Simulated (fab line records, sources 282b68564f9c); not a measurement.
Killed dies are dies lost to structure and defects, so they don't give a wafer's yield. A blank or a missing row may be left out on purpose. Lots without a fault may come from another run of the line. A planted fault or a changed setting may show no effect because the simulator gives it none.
A struck lot beside a sound one | flow rit_cmos | 15 steps out of a route of 202
Sound: wafers L482.3, L482.4, L482.6. Struck: wafers L485.2, L485.3, L485.5. The cause comes at the end.
At each step with rows: each side's tool, then ch and its chambers, then its first start. Under that, the readings that differ: sound wafers | struck wafers | difference of the means | sigmas: that difference in standard deviations of wafers without a fault.
alike: readings whose means differ by less than 2 such deviations, and words and numbers that are the same on both sides. not compared: withheld readings, readings that some wafer has no value for, bounds like >300 that may hide the same value, and numbers for which the record gives no deviation and whose values overlap.
The two part at a step that has a row with sigmas, a row that says differs or no value, or rows on one side only. Numbers that don't overlap but have no deviation are shown without sigmas and don't part them. A reading that every wafer of one side lacks parts them only if that side has two wafers or more.

first, 1 step without rows for these wafers: RIT_SDANNEAL_CLEAN_02 (cleans in SC2, time 600 s).
RIT_SDANNEAL_RTA_03: time 5 s.
  sound on rtp_anneal-02 ch 0, day 4 21:20; struck on rtp_anneal-02 ch 0, day 5 07:40
  alike: ramp_up_c_per_s, wafer_temp_C_max
RIT_SDANNEAL_RS_MEAS_04: measures by four-point-probe.
  sound on film_metro-01, day 4 21:25; struck on film_metro-02, day 5 07:44
  alike: PSD_RS
RIT_SDANNEAL_RS_MEAS_05: measures by four-point-probe.
  sound on film_metro-01, day 4 21:32; struck on film_metro-02, day 5 07:52
  alike: NSD_RS
RIT_SDANNEAL_RS_MEAS_06: measures by four-point-probe.
  sound on film_metro-01, day 4 21:39; struck on film_metro-02, day 5 07:59
  alike: PLDD_RS
RIT_SDANNEAL_RS_MEAS_07: measures by four-point-probe.
  sound on film_metro-01, day 4 21:46; struck on film_metro-02, day 5 08:06
  alike: NLDD_RS
then, 1 step without rows for these wafers: RIT_SILICIDE_WET_ETCH_00 (etches SiO2 in BOE, target depth 14 nm, time 15 s).
RIT_SILICIDE_SPUTTER_01: material Ti, target thk 30 nm, time 240 s.
  sound on pvd_sputter-03, day 4 21:52; struck on pvd_sputter-04, day 5 08:13
  alike: cathode_dc_power_W, chamber_pressure_pa, substrate_temp_c, throttle_valve_pct
RIT_SILICIDE_RS_MEAS_02: measures by four-point-probe.
  sound on film_metro-02, day 4 22:03; struck on film_metro-01, day 5 08:23
  alike: SILICIDE_TI_RS
RIT_SILICIDE_THK_MEAS_03: measures by xrf.
  sound on film_metro-02, day 4 22:09; struck on film_metro-01, day 5 08:30
  alike: SILICIDE_TI_THK
RIT_SILICIDE_RTA_04: time 10 s, ramp up 5 s, ramp down 5 s.
  sound on rtp_anneal-01 ch 0, day 4 22:13; struck on rtp_anneal-01 ch 0, day 5 08:34
  alike: wafer_temp_C_max
then, 1 step without rows for these wafers: RIT_SILICIDE_WET_ETCH_05 (etches Ti in SPM, time 120 s).
RIT_SILICIDE_RTA_06: time 10 s, ramp up 5 s, ramp down 10 s.
  sound on rtp_anneal-02 ch 0, day 4 22:19; struck on rtp_anneal-02 ch 0, day 5 08:40
  reading          | sound             | struck            | difference | sigmas
  wafer_temp_C_max | 752.8 753.2 753.7 | 749.8 749.5 749.9 | -3.5       | -4
RIT_CONTACT_CVD_00: deposits SiO2 from TEOS, target thk 400 nm, time 61 s.
  sound on pecvd-04 ch 0,1, day 4 22:22; struck on pecvd-04 ch 1,2, day 5 08:43
  alike: heater_power_w, susceptor_temp_C
RIT_M1_PROBE_99:
  sound on prober-02, day 5 04:56; struck on prober-02, day 5 16:34
  reading                           | sound             | struck            | difference | sigmas
  model.etest.npoly_sal.rs_ohm_sq   | 4.498 4.555 4.413 | 4.622 4.732 4.657 | +0.182     |
  model.etest.ppoly_sal.rs_ohm_sq   | 4.41 4.495 4.361  | 4.57 4.721 4.629  | +0.22      |
  model.etest.pplus_sal.rs_ohm_sq   | 4.453 4.489 4.378 | 4.57 4.676 4.588  | +0.17      |
  model.etest.nplus_sal.rs_ohm_sq   | 4.416 4.487 4.371 | 4.592 4.681 4.621 | +0.207     |
  model.etest.pplus_sal.line_ohm_um | 1.296 1.303 1.27  | 1.309 1.336 1.344 | +0.040     |
  model.etest.nplus_sal.line_ohm_um | 1.28 1.283 1.276  | 1.321 1.336 1.337 | +0.052     |
  alike: killed_at_contacts, killed_at_front_end, killed_dies, killed_open, killed_short
  not compared: model.etest.contact_npoly.rc_ohm, model.etest.contact_nplus.rc_ohm

WHERE THEY PART
Only at RIT_SILICIDE_RTA_06, within this record. Later steps at which nothing parts them and some readings are alike: RIT_CONTACT_CVD_00, RIT_M1_PROBE_99.

WHY: what the simulator had put in
Process parameter drift: rtp_anneal-02, from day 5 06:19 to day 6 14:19, at RIT_SILICIDE_RTA_06. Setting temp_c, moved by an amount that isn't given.
